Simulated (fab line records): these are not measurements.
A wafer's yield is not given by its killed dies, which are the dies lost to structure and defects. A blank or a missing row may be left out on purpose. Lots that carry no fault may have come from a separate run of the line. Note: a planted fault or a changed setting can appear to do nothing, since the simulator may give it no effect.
Problem report, 8D (eight disciplines) form, completed by code || flow berkeleyCmos170 || the parts of the form that need people (team, actions taken, sign-off) are left out

## 1. WHAT IS WRONG
At UCB170_V2_CMP_02, edgeZonePressureFrac averages 1.100 over 6 wafers from 2 lots, while fault-free wafers read 1.000, standard deviation 0.0052. That puts it +19 standard deviations away from the usual mean.
The step: polishes SiO2.
The first sign was on wafer L229.2 at day 8 06:57, on cmp-02. At this step, 42 wafers from 14 lots have a number in the record. By rule, "out" or "out of limits" means more than 4 standard deviations away from the usual mean. The other wafers with a number count as sound.

## 2. WHAT THIS IS AND IS NOT
{"question": "which readings at this step", "is": "edgeZonePressureFrac", "is not": "motorCurrentA"}
{"question": "which lots", "is": "L227, L229", "is not": "L221, L222, L223, L224, L225, L226, L238, L239, L241, L242, L243, L244"}
{"question": "which wafers of those lots", "is": "all that have a number", "is not": "-"}
{"question": "read on which tools", "is": "cmp-02", "is not": "cmp-01"}
{"question": "when", "is": "from day 8 06:57", "is not": "up to then (15 sound wafers); but 21 sound wafers of L226, L238, L239, L241, L242, L243, L244 came after"}

## 3. THE SUSPECTS, EACH WITH WHAT RULES IT OUT
Counting: a tool at a process step up to the reading stays a suspect if it ran every lot that is out and no sound lot after the first of them.
- cmp-02 at UCB170_V2_CMP_02 (polishes SiO2): ruled out as a lasting fault. The sound lots L242, L243 went through it after L229, its earliest lot that is out (day 8 06:57).
Left after counting: nothing in the record.

## 4. THE CAUSE (what the simulator had put in)
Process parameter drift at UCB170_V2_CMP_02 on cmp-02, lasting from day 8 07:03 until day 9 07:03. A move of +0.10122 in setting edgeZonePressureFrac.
Counting ruled it out, wrongly.

## 5. SEQUENCE OF EFFECTS, ordered by route
Each row: a reading where the mean over the struck wafers with a number is more than 3 standard deviations away from the usual. Only readings for which the record gives a usual standard deviation are gone through. hours: the time from each lot's start at the first step in this table that gives one to its start at this step, as a median over the lots. sigmas: the change in usual standard deviations.
{"hours": 0, "step": "UCB170_V2_CMP_02", "reading": "edgeZonePressureFrac", "usual": 1.000, "on struck wafers": 1.100, "change": "+0.100", "sigmas": "+19"}
Its process steps:
- UCB170_V2_CMP_02: polishes SiO2.

## 6. HOW IT WOULD HAVE BEEN CAUGHT EARLIER
In this record the first reading out of limits was taken at day 8 06:57.
